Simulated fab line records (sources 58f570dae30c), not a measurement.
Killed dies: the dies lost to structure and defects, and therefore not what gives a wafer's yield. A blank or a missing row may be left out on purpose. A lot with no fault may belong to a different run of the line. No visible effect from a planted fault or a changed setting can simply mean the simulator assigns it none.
Which of the tools did it?	flow berkeleyCmos170	42 wafers from 14 lots sampled at 5 of the route's 331 steps

## WHAT THE GAUGES SHOWED, per wafer
UCB170_SDANNEAL_RS_MEAS_04: a four-point-probe measurement. Usual: PLDD_RS gives 1031.9 ohm/sq (standard deviation 2.8).
lot	measured	on	PLDD_RS (ohm/sq)	flag
L757	day 7 04:05	filmMetro-02	1030.4 1030.9 1028.4	
L758	day 8 00:21	filmMetro-03	1033.8 1031.6 1034.2	
L759	day 8 01:19	filmMetro-02	1033.3 1030.1 1034.5	
L760	day 8 02:20	filmMetro-03	1032.5 1031.6 1030.7	
L761	day 8 08:58	filmMetro-03	1027.9 1027.9 1026.6	
L762	day 8 09:11	filmMetro-02	1034.8 1035.7 1033.9	
L766	day 9 03:54	filmMetro-03	1029.2 1031.0 1029.1	
L765	day 9 04:24	filmMetro-02	1030.6 1027.5 1032.1	
L768	day 9 13:43	filmMetro-04	1034.4 1035.9 1035.3	
L770	day 10 11:43	filmMetro-04	1033.1 1036.6 1028.7	
L771	day 11 02:16	filmMetro-03	1030.7 1028.4 1026.1	
L775	day 11 13:51	filmMetro-02	1029.9 1035.3 1030.2	
L776	day 11 14:05	filmMetro-04	1036.9 1033.4 1033.9	
L779	day 12 08:19	filmMetro-04	1031.3 1031.5 1029.8	

UCB170_V2_THK_MEAS_01. Usual: V2_TEOS_THK gives 1997 nm (standard deviation 27).
lot	measured	on	V2_TEOS_THK (nm)	flag
L757	day 7 18:15	filmMetro-04	1986 1948 2011	
L758	day 8 16:03	filmMetro-03	1970 2011 2014	
L759	day 8 16:58	filmMetro-03	2053 2012 1994	
L760	day 8 22:55	filmMetro-01	2003 2005 2037	
L761	day 9 02:03	filmMetro-01	1950 2020 1978	
L762	day 9 03:43	filmMetro-04	1947 1974 2010	
L766	day 9 21:31	filmMetro-03	2003 1964 2027	
L765	day 9 21:31	filmMetro-04	1989 2023 2001	
L768	day 10 03:56	filmMetro-01	2012 1986 2013	
L770	day 11 03:35	filmMetro-04	2008 2017 2014	
L771	day 11 18:37	filmMetro-04	1983 2023 2030	
L775	day 12 06:49	filmMetro-03	1925 1964 1940	
L776	day 12 07:29	filmMetro-03	1979 2016 2025	
L779	day 12 23:43	filmMetro-01	1999 1992 2025	

UCB170_V2_THK_MEAS_04. Usual: V2_POLISHED_THK gives 1000.0 nm (standard deviation 1.4).
lot	measured	on	V2_POLISHED_THK (nm)	flag
L757	day 7 18:44	filmMetro-01	999.4 997.6 999.5	
L758	day 8 16:32	filmMetro-04	1001.3 1001.0 999.8	
L759	day 8 17:26	filmMetro-04	1000.0 999.3 1003.4	
L760	day 8 23:23	filmMetro-03	999.4 1000.1 1001.7	
L761	day 9 02:32	filmMetro-01	998.4 998.4 999.3	
L762	day 9 04:12	filmMetro-04	1001.6 1002.1 999.3	
L766	day 9 22:06	filmMetro-01	1000.0 999.3 999.0	
L765	day 9 22:00	filmMetro-03	1000.3 1001.0 1000.4	
L768	day 10 04:25	filmMetro-04	1003.7 1001.1 1002.3	
L770	day 11 04:04	filmMetro-03	1001.0 1001.2 999.5	
L771	day 11 19:06	filmMetro-01	1000.2 998.7 999.0	
L775	day 12 07:17	filmMetro-01	1001.4 997.4 1001.1	
L776	day 12 07:58	filmMetro-03	998.3 1001.0 997.1	
L779	day 13 00:12	filmMetro-03	996.8 999.1 997.8	

UCB170_V2_CD_MEAS_12: the cd target is 700 nm. Usual: 700.3 nm for cdNm, sd 1.1.
lot	measured	on	cdNm (nm)	flag
L757	day 7 19:57	cdSem-02	701.9 702.3 700.5	
L758	day 8 18:11	cdSem-02	701.1 701.6 701.4	
L759	day 8 18:59	cdSem-02	702.5 701.4 702.0	
L760	day 9 01:01	cdSem-01	700.1 700.5 700.3	
L761	day 9 04:02	cdSem-01	700.2 700.8 702.6	
L762	day 9 07:13	cdSem-01	699.6 699.5 699.8	
L766	day 9 23:23	cdSem-01	700.7 699.5 699.2	
L765	day 9 23:13	cdSem-01	701.3 701.1 703.2	
L768	day 10 05:31	cdSem-01	701.0 699.3 699.6	
L770	day 11 05:41	cdSem-02	700.1 700.4 700.3	
L771	day 11 21:18	cdSem-01	697.8 699.6 697.5	
L775	day 12 08:23	cdSem-02	686.6 687.4 687.5	OFF
L776	day 12 09:05	cdSem-02	699.9 701.0 700.9	
L779	day 13 01:28	cdSem-01	688.2 688.2 688.3	OFF

## WHICH TOOL RAN EACH LOT (tool, then ch and the chambers of the sampled wafers, then the start)
lot	UCB170_V2_PEB_10
L757	lithoTrack-02 ch 0, day 7 19:41
L758	lithoTrack-01 ch 0, day 8 17:55
L759	lithoTrack-04 ch 0, day 8 18:27
L760	lithoTrack-02 ch 0, day 9 00:44
L761	lithoTrack-02 ch 0, day 9 03:45
L762	lithoTrack-04 ch 0, day 9 06:57
L766	lithoTrack-04 ch 0, day 9 23:07
L765	lithoTrack-02 ch 0, day 9 22:58
L768	lithoTrack-01 ch 0, day 10 05:16
L770	lithoTrack-02 ch 0, day 11 05:26
L771	lithoTrack-04 ch 0, day 11 21:02
L775	lithoTrack-04 ch 0, day 12 08:07
L776	lithoTrack-02 ch 0, day 12 08:47
L779	lithoTrack-04 ch 0, day 13 01:11
- UCB170_V2_PEB_10

## WHAT THE TOOLS THEMSELVES READ (means of the sampled wafers that have a number; where no wafer has one, the mark that the record gives instead)
UCB170_V2_PEB_10. Usual: heaterPowerTotalW 56.80 W, standard deviation 0.05; plateTempC 130.03 C, standard deviation 0.14.
lot	tool	heaterPowerTotalW (W)	plateTempC (C)	flag
L757	lithoTrack-02	56.82	130.06	
L758	lithoTrack-01	56.82	129.90	
L759	lithoTrack-04	56.80	130.00	
L760	lithoTrack-02	56.76	129.81	
L761	lithoTrack-02	56.84	130.06	
L762	lithoTrack-04	56.81	129.96	
L766	lithoTrack-04	56.79	130.12	
L765	lithoTrack-02	56.82	129.92	
L768	lithoTrack-01	56.78	130.10	
L770	lithoTrack-02	56.82	130.02	
L771	lithoTrack-04	56.82	129.91	
L775	lithoTrack-04	55.70	128.10	OFF
L776	lithoTrack-02	56.81	130.11	
L779	lithoTrack-04	55.75	128.39	OFF

## THE ANSWER, worked out from the rows above alone
Rule: a lot counts as off when the mean over its wafers that have a number is more than 3 standard deviations away from the usual mean. A lot without any number at a reading at which 4 lots or more have one is off too. The other lots that the step has rows for count as sound. Order of review: gauges by route order, followed by the tools' own readings, for which a lot's mean as printed above is used. The first step at which some lot is off is used, and at that step the reading that is off furthest; a lot without a number counts as furthest.
Off, at UCB170_V2_CD_MEAS_12 on cdNm: L775, L779.
If a tool, at a process step before that reading, ran all the lots that are off and no sound lot after the first of them, it fits. Not tried: the gauges at UCB170_V2_CD_MEAS_12; whatever is off there is also off at UCB170_V2_PEB_10, on other tools, and gauge error can't account for it. One candidate fits, namely lithoTrack-04 at UCB170_V2_PEB_10. A fault onset in the window from L771 (day 11 21:02, its last sound lot) to L775 (day 12 08:07, its first lot off) fits.
The tool's own readings at UCB170_V2_PEB_10 bear it out: on the lots that are off they differ by more than 5 times the standard deviation of the sound lots' means. heaterPowerTotalW reads 55.73 W there against 56.81 W on the sound lots; plateTempC reads 128.25 C there against 130.00 C on the sound lots.

## WHAT THE SIMULATOR HAD INSERTED
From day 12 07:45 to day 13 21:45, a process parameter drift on lithoTrack-04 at UCB170_V2_PEB_10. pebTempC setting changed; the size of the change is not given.
Shown lots that were struck: L775, L779. Same finding as the rule above.
